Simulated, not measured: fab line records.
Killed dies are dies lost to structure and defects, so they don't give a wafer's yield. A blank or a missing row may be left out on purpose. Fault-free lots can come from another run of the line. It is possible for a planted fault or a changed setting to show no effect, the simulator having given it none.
fab line records + flow berkeleyCmos170
record:
- lots: 6
- wafers: 18
- lastDay: 11
route steps=331 shown NLDD@162 SPACER@171
lots that met no fault: taken from a fault-free run of the same line
startH: start of the lot's first displayed wafer, in hours after the record's first day + waitH: hours from the lot's prior step to this one + " the same as in the row above + L1.1+2: a row that stands for several wafers + - no value, or no start was given + * or withheld: withheld + < > ~ a bound
route shown NAME@n: names a module that has steps shown in the file, with the first one's number in the route + usual: mean/standard deviation taken from wafers without a fault + same: alike in all rows + chamber/n: place in a boat + sites: each site's reading + _std_site: the standard deviation of these + _edge_site: the outer-site mean with the inner-site mean subtracted + radiusMm: how far each site lies from the wafer's centre + mask NAME#n: copy n + behind: tool/chamber where the wafer was last shaped + hold: the reason the lot was held/the length of the hold in hours/how it ended + device: whichever transistor did not switch (one of n, p or np) + end of line: the route-end tests of the same wafers + a step without rows: its recipe alone + killed: at the first sort, the dies lost to defects and structure; wafer yield is something else + map: a wafer's dies, marking killed ones x, the rest . and places with no die _
set.NAME: the setting the step ran with; set.NAME@STEP: the setting that earlier step ran with + model.NAME: the simulator's own value behind a step, which no gauge read
certain route steps with their lots: each step a table, each wafer a row
services: from which hour (startH, from the record's first day; less than 0 if before it) a tool's chamber was out of use, for how many hours, and why
== steps ==
step: UCB170_NLDD_PEB_04
recipe:
- pebTempC: 130
- pebTimeS: withheld
- resist: KrF
step: UCB170_NLDD_DEVELOP_05
recipe:
- developer: TMAH
- developTimeS: 45
- resist: KrF
- devTempC: 21
step: UCB170_NLDD_CD_MEAS_06
recipe:
- targetCdNm: 1200
usual:
- cdNm: 1200.0/1.2
| lot.wafer | tool     | chamber | startH | waitH | cdNm   |
|-----------|----------|---------|--------|-------|--------|
| L651.1    | cdSem-02 | -       | 127.78 | -     | 1199.3 |
| L651.4    | "        | -       | "      | "     | 1200.6 |
| L651.5    | "        | -       | "      | "     | 1200.3 |
| L652.2    | cdSem-02 | -       | 153.17 | -     | 1199.4 |
| L652.5    | "        | -       | "      | "     | 1199.1 |
| L652.6    | "        | -       | "      | "     | 1197.8 |
| L661.1    | cdSem-01 | -       | 192.95 | -     | 1200.7 |
| L661.2    | "        | -       | "      | "     | 1202.4 |
| L661.4    | "        | -       | "      | "     | 1202.5 |
| L662.2    | cdSem-01 | -       | 197.70 | -     | 1199.5 |
| L662.3    | "        | -       | "      | "     | 1201.5 |
| L662.4    | "        | -       | "      | "     | 1200.3 |
| L671.2    | cdSem-01 | -       | 231.24 | -     | 1200.6 |
| L671.4    | "        | -       | "      | "     | 1198.8 |
| L671.6    | "        | -       | "      | "     | 1200.7 |
| L670.1    | cdSem-02 | -       | 231.70 | -     | 1200.0 |
| L670.4    | "        | -       | "      | "     | 1199.4 |
| L670.5    | "        | -       | "      | "     | 1199.5 |
step: UCB170_NLDD_OVL_MEAS_07
usual:
- NLDD_OVL: 1/4.4
| lot.wafer | tool       | chamber | startH | waitH | NLDD_OVL[nm] |
|-----------|------------|---------|--------|-------|--------------|
| L651.1    | overlay-02 | -       | 127.90 | 0.1   | -3           |
| L651.4    | "          | -       | "      | "     | 4            |
| L651.5    | "          | -       | "      | "     | 1            |
| L652.2    | overlay-02 | -       | 153.28 | 0.1   | 7            |
| L652.5    | "          | -       | "      | "     | 4            |
| L652.6    | "          | -       | "      | "     | 0            |
| L661.1    | overlay-02 | -       | 193.09 | 0.1   | 8            |
| L661.2    | "          | -       | "      | "     | 4            |
| L661.4    | "          | -       | "      | "     | 1            |
| L662.2    | overlay-01 | -       | 197.80 | 0.1   | -1           |
| L662.3    | "          | -       | "      | "     | 2            |
| L662.4    | "          | -       | "      | "     | 4            |
| L671.2    | overlay-01 | -       | 231.34 | 0.1   | 8            |
| L671.4    | "          | -       | "      | "     | 1            |
| L671.6    | "          | -       | "      | "     | 0            |
| L670.1    | overlay-01 | -       | 231.82 | 0.1   | -4           |
| L670.4    | "          | -       | "      | "     | -4           |
| L670.5    | "          | -       | "      | "     | 0            |
step: UCB170_NLDD_IMPLANT_08
recipe:
- species: As
- doseCm2: 5e+13
- energyKev: 30
- tiltDeg: 7
- rotationDeg: 0
step: UCB170_NLDD_IMPLANT_09
recipe:
- species: As
- doseCm2: 5e+13
- energyKev: 30
- tiltDeg: 7
- rotationDeg: 180
step: UCB170_NLDD_STRIP_10
recipe:
- chemistry: O2
- powerW: 400
- pressureMtorr: 3500
- platenTempC: withheld
- o2FlowSccm: 400
- overashFraction: 0.5
usual:
- drypumpMotorCurrentA: 5.8/0.62
- oesProductAu: 0.735/0.0046
- stripTimeToEndpointS: 21.62/0.068
| lot.wafer | tool           | chamber | startH | waitH | drypumpMotorCurrentA | oesProductAu | rfHoursCounterH | stripTimeToEndpointS |
|-----------|----------------|---------|--------|-------|----------------------|--------------|-----------------|----------------------|
| L651.1    | plasmaAsher-01 | 1       | 128.23 | 0.1   | 6.8                  | 0.738        | 43              | 21.64                |
| L651.4    | "              | 1       | "      | "     | 6.8                  | 0.734        | -               | 21.70                |
| L651.5    | "              | 1       | "      | "     | 6.8                  | 0.737        | -               | 21.75                |
| L652.2    | plasmaAsher-01 | 0       | 153.61 | 0.1   | 5.4                  | 0.733        | 46              | 21.63                |
| L652.5    | "              | 0       | "      | "     | 5.4                  | 0.732        | -               | 21.60                |
| L652.6    | "              | 1       | "      | "     | 6.8                  | 0.735        | -               | 21.64                |
| L661.1    | plasmaAsher-01 | 1       | 193.43 | 0.1   | 6.8                  | 0.732        | 50              | 21.53                |
| L661.2    | "              | 0       | "      | "     | 5.4                  | 0.739        | 50              | 21.50                |
| L661.4    | "              | 1       | "      | "     | 6.8                  | 0.732        | -               | 21.55                |
| L662.2    | plasmaAsher-04 | 1       | 198.13 | 0.1   | 6.5                  | 0.732        | 8               | 21.59                |
| L662.3    | "              | 0       | "      | "     | 5.4                  | 0.735        | -               | 21.53                |
| L662.4    | "              | 1       | "      | "     | 6.5                  | 0.735        | -               | 21.49                |
| L671.2    | plasmaAsher-01 | 1       | 231.67 | 0.1   | 6.8                  | 0.729        | 56              | 21.61                |
| L671.4    | "              | 0       | "      | "     | 5.4                  | 0.731        | -               | 21.65                |
| L671.6    | "              | 1       | "      | "     | 6.9                  | 0.737        | -               | 21.69                |
| L670.1    | plasmaAsher-03 | 0       | 232.16 | 0.1   | 5.2                  | 0.732        | 46              | 21.69                |
| L670.4    | "              | 1       | "      | "     | 5.5                  | 0.739        | -               | 21.75                |
| L670.5    | "              | 0       | "      | "     | 5.2                  | 0.732        | -               | 21.69                |
step: UCB170_NLDD_TW_MEAS_11
usual:
- NLDD_TW: 2208/11
| lot.wafer | tool         | chamber | startH | waitH | NLDD_TW |
|-----------|--------------|---------|--------|-------|---------|
| L651.1    | filmMetro-03 | -       | 128.33 | 0.1   | 2189    |
| L651.4    | "            | -       | "      | "     | 2197    |
| L651.5    | "            | -       | "      | "     | 2204    |
| L652.2    | filmMetro-01 | -       | 153.72 | 0.1   | 2205    |
| L652.5    | "            | -       | "      | "     | 2218    |
| L652.6    | "            | -       | "      | "     | 2196    |
| L661.1    | filmMetro-03 | -       | 193.55 | 0.1   | 2214    |
| L661.2    | "            | -       | "      | "     | 2207    |
| L661.4    | "            | -       | "      | "     | 2186    |
| L662.2    | filmMetro-03 | -       | 198.24 | 0.1   | 2209    |
| L662.3    | "            | -       | "      | "     | 2197    |
| L662.4    | "            | -       | "      | "     | 2207    |
| L671.2    | filmMetro-02 | -       | 231.78 | 0.1   | 2205    |
| L671.4    | "            | -       | "      | "     | 2209    |
| L671.6    | "            | -       | "      | "     | 2225    |
| L670.1    | filmMetro-02 | -       | 232.26 | 0.1   | 2216    |
| L670.4    | "            | -       | "      | "     | 2220    |
| L670.5    | "            | -       | "      | "     | 2214    |
step: UCB170_NLDD_CLEAN_12
recipe:
- chemistry: SPM
- tempC: 120
- timeS: 600
step: UCB170_SPACER_CVD_00
recipe:
- material: SiO2
- targetThkNm: 376
- tempC: 390
- precursor: TEOS/O2
- timeS: 47
- rfW: 550
- pressureMtorr: 9000
usual:
- heaterPowerW: 263/49
| lot.wafer | tool     | chamber | startH | waitH | heaterPowerW |
|-----------|----------|---------|--------|-------|--------------|
| L651.1    | pecvd-04 | 2       | 128.57 | 0.0   | 229          |
| L651.4    | "        | 0       | "      | "     | 210          |
| L651.5    | "        | 1       | "      | "     | 376          |
| L652.2    | pecvd-02 | 1       | 153.94 | 0.0   | 281          |
| L652.5    | "        | 1       | "      | "     | 297          |
| L652.6    | "        | 0       | "      | "     | 339          |
| L661.1    | pecvd-02 | 1       | 194.08 | 0.0   | 315          |
| L661.2    | "        | 2       | "      | "     | 200          |
| L661.4    | "        | 0       | "      | "     | 305          |
| L662.2    | pecvd-02 | 1       | 198.74 | 0.0   | 265          |
| L662.3    | "        | 2       | "      | "     | 223          |
| L662.4    | "        | 1       | "      | "     | 285          |
| L671.2    | pecvd-03 | 1       | 233.79 | 0.0   | 203          |
| L671.4    | "        | 0       | "      | "     | 230          |
| L671.6    | "        | 1       | "      | "     | 232          |
| L670.1    | pecvd-03 | 2       | 233.83 | 0.0   | 264          |
| L670.4    | "        | 2       | "      | "     | 271          |
| L670.5    | "        | 0       | "      | "     | 209          |
step: UCB170_SPACER_THK_MEAS_01
recipe:
- reads: SiO2_of_SPACER_CVD_00
usual:
- SPACER_TEOS_THK: 378/5.4
| lot.wafer | tool         | chamber | startH | waitH | SPACER_TEOS_THK[nm] |
|-----------|--------------|---------|--------|-------|---------------------|
| L651.1    | filmMetro-02 | -       | 128.61 | 0.0   | 370                 |
| L651.4    | "            | -       | "      | "     | 375                 |
| L651.5    | "            | -       | "      | "     | 382                 |
| L652.2    | filmMetro-02 | -       | 154.00 | 0.0   | 379                 |
| L652.5    | "            | -       | "      | "     | 382                 |
| L652.6    | "            | -       | "      | "     | 381                 |
| L661.1    | filmMetro-02 | -       | 194.12 | 0.0   | 371                 |
| L661.2    | "            | -       | "      | "     | 373                 |
| L661.4    | "            | -       | "      | "     | 372                 |
| L662.2    | filmMetro-02 | -       | 198.79 | 0.0   | 386                 |
| L662.3    | "            | -       | "      | "     | 386                 |
| L662.4    | "            | -       | "      | "     | 387                 |
| L671.2    | filmMetro-03 | -       | 233.84 | 0.0   | 378                 |
| L671.4    | "            | -       | "      | "     | 383                 |
| L671.6    | "            | -       | "      | "     | 384                 |
| L670.1    | filmMetro-03 | -       | 233.89 | 0.0   | 385                 |
| L670.4    | "            | -       | "      | "     | 388                 |
| L670.5    | "            | -       | "      | "     | 381                 |
step: UCB170_SPACER_ANNEAL_02
recipe:
- tempC: 900
- timeS: 1800
- ambient: N2
step: UCB170_SPACER_ETCHBACK_03
recipe:
- stopOn: Si
- target: SiO2
- chemistry: CHF3/CF4/Ar
- CHF3_flow_sccm: 50
- cf4FlowSccm: 10
- Ar_flow_sccm: 120
- pressureMtorr: 200
- rfW: 500
- targetDepthA: 3760
- timeS: 100
usual:
- drypumpMotorCurrentA: 5.8/0.51
- mfcArSccm: 120.0/0.38
- oesProductAu: 0.900/0.016
- throttleValvePct: 6.45/0.11
| lot.wafer | tool       | chamber | startH | waitH | drypumpMotorCurrentA | mfcArSccm | oesProductAu | rfHoursCounterH | throttleValvePct | model.etch.depthNm |
|-----------|------------|---------|--------|-------|----------------------|-----------|--------------|-----------------|------------------|--------------------|
| L651.1    | rieDiel-03 | 2       | 132.71 | 0.0   | 5.3                  | 120.2     | 0.874        | 7               | 6.56             | 370.3              |
| L651.4    | "          | 0       | "      | "     | 5.6                  | 120.1     | 0.901        | 99              | 6.54             | 374.7              |
| L651.5    | "          | 3       | "      | "     | 6.6                  | 120.4     | 0.919        | -               | 6.35             | 382.5              |
| L652.2    | rieDiel-03 | 3       | 160.20 | 0.0   | 6.6                  | 119.7     | 0.921        | 131             | 6.36             | 379.2              |
| L652.5    | "          | 3       | "      | "     | 6.6                  | 120.2     | 0.929        | -               | 6.36             | 381.9              |
| L652.6    | "          | 0       | "      | "     | 5.5                  | 119.5     | 0.910        | -               | 6.54             | 380.7              |
| L661.1    | rieDiel-03 | 1       | 196.60 | 0.0   | 5.3                  | 120.3     | 0.826        | 6               | 6.45             | 339.6              |
| L661.2    | "          | 0       | "      | "     | 5.5                  | 120.2     | 0.851        | 102             | 6.51             | 342                |
| L661.4    | "          | 3       | "      | "     | 6.6                  | 120.1     | 0.867        | 133             | 6.34             | 348.3              |
| L662.2    | rieDiel-03 | 0       | 201.11 | 0.0   | 5.5                  | 119.5     | 0.843        | 102             | 6.53             | 340.6              |
| L662.3    | "          | 2       | "      | "     | 5.3                  | 120.0     | 0.819        | 10              | 6.57             | 343.4              |
| L662.4    | "          | 1       | "      | "     | 5.3                  | 120.1     | 0.825        | 7               | 6.43             | 339.9              |
| L671.2    | rieDiel-04 | 0       | 238.93 | 0.0   | 5.7                  | 120.0     | 0.892        | 96              | 6.61             | 377.6              |
| L671.4    | "          | 1       | "      | "     | 5.9                  | 120.2     | 0.916        | 46              | 6.42             | 382.3              |
| L671.6    | "          | 3       | "      | "     | 6.5                  | 120.0     | 0.932        | -               | 6.42             | 384.2              |
| L670.1    | rieDiel-04 | 3       | 239.00 | 0.1   | 6.5                  | 119.8     | 0.923        | 33              | 6.40             | 384.6              |
| L670.4    | "          | 0       | "      | "     | 5.7                  | 119.7     | 0.912        | 96              | 6.59             | 388.5              |
| L670.5    | "          | 3       | "      | "     | 6.5                  | 120.0     | 0.920        | -               | 6.41             | 381                |
== services ==
| tool           | chamber | startH | hours | kind          |
|----------------|---------|--------|-------|---------------|
| plasmaAsher-04 | -       | 108.75 | 9.0   | pm            |
| rieDiel-04     | 3       | 121.91 | 8.7   | repair        |
| pecvd-02       | -       | 135.50 | 14.0  | pm            |
| pecvd-02       | 0       | 135.50 | 14.0  | ventCycle     |
| pecvd-02       | 1       | 135.50 | 14.0  | ventCycle     |
| pecvd-02       | 2       | 135.50 | 14.0  | ventCycle     |
| rieDiel-04     | 2       | 138.81 | -     | clean         |
| rieDiel-04     | 2       | 138.81 | 16.3  | scheduledDown |
| rieDiel-04     | 2       | 138.81 | 16.3  | ventCycle     |
| pecvd-04       | -       | 146.83 | 2.1   | repair        |
| pecvd-02       | 0       | 149.50 | -     | clean         |
| pecvd-02       | 1       | 149.50 | -     | clean         |
| pecvd-02       | 2       | 149.50 | -     | clean         |
| rieDiel-04     | -       | 157.39 | 0.2   | repair        |
| rieDiel-04     | -       | 157.63 | 11.1  | repair        |
| pecvd-03       | -       | 161.23 | 2.8   | pm            |
| pecvd-03       | 1       | 172.23 | 5.8   | repair        |
| rieDiel-03     | 2       | 172.94 | 6.4   | repair        |
| pecvd-03       | -       | 180.09 | 6.0   | pm            |
| plasmaAsher-04 | -       | 202.84 | 14.6  | pm            |
| pecvd-04       | -       | 210.39 | 14.6  | pm            |
| rieDiel-04     | 0       | 221.66 | 2.2   | repair        |
| rieDiel-03     | -       | 222.48 | 1.5   | repair        |
| plasmaAsher-04 | -       | 223.09 | 10.2  | repair        |
== key ==
firstSign:
- step: UCB170_SPACER_ETCHBACK_03
- reading: oesProductAu
- direction: down
- sigmas: 3.8
- usual: 0.900
- struck: 0.839
effect none on later readings
modelEffect:
- step: UCB170_SPACER_ETCHBACK_03
- value: etch.depthNm
- without: 379.4
- struck: 342.3
metAt UCB170_SPACER_ETCHBACK_03
struckWafers L661.1,L661.2,L661.4,L662.2,L662.3,L662.4
laterRowsLeftOut L661.1,L661.2,L661.4,L662.2,L662.3,L662.4
sortLeftOut L661.1,L661.2,L661.4,L662.2,L662.3,L662.4
testerLeftOut L661,L662
onsetBetween 160.20 196.60
fault:
- kind: processParameterDrift
- tool: rieDiel-03
- chamber: -
- onsetH: 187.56
- steps: UCB170_SPACER_ETCHBACK_03
- channel: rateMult
- offset: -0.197
- shape: step
- endH: 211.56
testerLeftOut: of these lots the tester's yield and bins aren't shown, on N5 and GAA mostly nor the transistor test; their killed dies are dies lost to structure and defects alone, not to doping, threshold or leakage, so they don't give the yield
sortLeftOut: the simulated sort isn't trusted on such a fault, so these wafers' sort isn't shown, and their yield isn't known
laterRowsLeftOut: the simulator's readings of these wafers behind a module that went badly wrong aren't trusted and aren't shown, but for the sort
